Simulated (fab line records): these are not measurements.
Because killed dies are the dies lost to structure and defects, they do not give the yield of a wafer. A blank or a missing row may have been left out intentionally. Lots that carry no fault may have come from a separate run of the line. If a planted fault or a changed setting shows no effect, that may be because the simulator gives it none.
Split-lot trial + flow berkeley_cmos170 + on a route of 331 steps: 5 lots, 23 wafers read

THE SPLIT ITSELF
At UCB170_V2_EXPOSE_09 (exposes mask VIA2, target cd 700 nm), the setting dose_mj was moved away from the recipe's 37 on 9 of the 23 wafers read, by -3.2% to +6.6%. For the rest of the wafers, this setting stayed at what the recipe calls for.

FROM THE SPLIT TO THE READING: what the file shows between them, 4 steps
- UCB170_V2_DEVELOP_11: develop time 45 s (also split here: dev_temp_c)
- UCB170_V2_CD_MEAS_12: target cd 700 nm
- UCB170_V2_ETCH_14: etches SiO2 in CHF3/CF4/Ar, stops on Al, target depth 1250 nm, time 291 s
- UCB170_V2_STRIP_15: strips in O2

THE READING
cd_nm, in nm, at UCB170_V2_CD_MEAS_90 (target cd 700 nm). On this fab line, fault-free wafers typically give 699.9 nm with a standard deviation of 1.4 nm.

| wafer  | tool, chamber at the split | dose_mj as run | against the recipe | cd_nm, nm | against lot-mates on the recipe |
|--------|----------------------------|----------------|--------------------|-----------|---------------------------------|
| L079.1 | krf_scanner-01, 0          | 36.1           | -2.4%              | 693.7     | -4.4                            |
| L079.2 | krf_scanner-01, 0          | 37             | recipe             | 697.5     | -                               |
| L079.4 | krf_scanner-01, 0          | 36.1           | -2.4%              | 695.4     | -2.7                            |
| L079.5 | krf_scanner-01, 0          | 37             | recipe             | 697.8     | -                               |
| L079.6 | krf_scanner-01, 0          | 37             | recipe             | 699.0     | -                               |
| L080.1 | krf_scanner-02, 0          | 36.28          | -1.9%              | 696.7     | -1.9                            |
| L080.2 | krf_scanner-02, 0          | 36.28          | -1.9%              | 695.4     | -3.2                            |
| L080.3 | krf_scanner-02, 0          | 37             | recipe             | 699.5     | -                               |
| L080.5 | krf_scanner-02, 0          | 37             | recipe             | 697.8     | -                               |
| L080.6 | krf_scanner-02, 0          | 37             | recipe             | 698.4     | -                               |
| L081.2 | krf_scanner-02, 0          | 39.45          | +6.6%              | 711.6     | +9.3                            |
| L081.3 | krf_scanner-02, 0          | 37             | recipe             | 702.7     | -                               |
| L081.4 | krf_scanner-02, 0          | 39.45          | +6.6%              | 714.3     | +12.0                           |
| L081.5 | krf_scanner-02, 0          | 39.45          | +6.6%              | 713.3     | +11.0                           |
| L081.6 | krf_scanner-02, 0          | 37             | recipe             | 701.9     | -                               |
| L083.3 | krf_scanner-02, 0          | 37             | recipe             | 701.5     | -                               |
| L083.5 | krf_scanner-02, 0          | 37             | recipe             | 700.7     | -                               |
| L083.6 | krf_scanner-02, 0          | 37             | recipe             | 698.4     | -                               |
| L085.2 | krf_scanner-02, 0          | 35.82          | -3.2%              | 695.2     | -4.9                            |
| L085.3 | krf_scanner-02, 0          | 35.82          | -3.2%              | 694.0     | -6.1                            |
| L085.4 | krf_scanner-02, 0          | 37             | recipe             | 699.8     | -                               |
| L085.5 | krf_scanner-02, 0          | 37             | recipe             | 699.2     | -                               |
| L085.6 | krf_scanner-02, 0          | 37             | recipe             | 701.4     | -                               |

THE FIT
A straight line over all 23 wafers: cd_nm changes by +1.97 nm for each +1% of dose_mj; r = +0.97; the points scatter about the line by 1.5 nm.
The same after taking each lot's own level away (the mean of its wafers on the recipe; 23 wafers): +1.61 nm for each +1%; r = +0.98; scatter 0.95 nm.
The reading moves by 11 nm for the largest change in dose_mj, on that fit.
The span of the lots' own levels, 698.10 to 702.30 nm, comes to 3.0 times the standard deviation stated above.
Hence the slope depends on the lot-to-lot level, as the two fits are not the same.
Check: with one of the wafers moved furthest among these (+6.6%) left out of the fit, the line predicts +11.3 nm for it against its lot-mates. Against them it came out at +9.3 nm.

OTHER SPLITS ON THESE WAFERS
These wafers also went through other splits before the reading. Each is held against what the fit with the lots' levels taken away leaves over:
| other split on the same wafers           | wafers away from the commonest value | r with cd_nm (lot level and that fit taken away) |
|------------------------------------------|--------------------------------------|--------------------------------------------------|
| UCB170_M2_SPUTTER_01 chamber_pressure_pa | 18                                   | -0.05                                            |
| UCB170_M2_DEVELOP_14 dev_temp_c          | 10                                   | -0.22                                            |
| UCB170_V2_DEVELOP_11 dev_temp_c          | 6                                    | -0.04                                            |

THE WHOLE CHAIN: every reading that the file lists as answering this split, in the file's order
| step                 | what it does                                                              | reading                                                   | change (the file's fit)              | r (the file's) |
|----------------------|---------------------------------------------------------------------------|-----------------------------------------------------------|--------------------------------------|----------------|
| UCB170_V2_CD_MEAS_12 | target cd 700 nm                                                          | cd_nm                                                     | +1.68 nm for each +1% of the setting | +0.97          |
| UCB170_V2_ETCH_14    | etches SiO2 in CHF3/CF4/Ar, stops on Al, target depth 1250 nm, time 291 s | V2.cd_nm (the simulator's own value, which no gauge read) | +1.64 nm for each +1% of the setting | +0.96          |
| UCB170_V2_CD_MEAS_90 | target cd 700 nm                                                          | cd_nm                                                     | +1.61 nm for each +1% of the setting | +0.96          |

FILE'S OWN FIT
cd_nm changes by +1.61 nm for each +1% of dose_mj, r = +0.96.
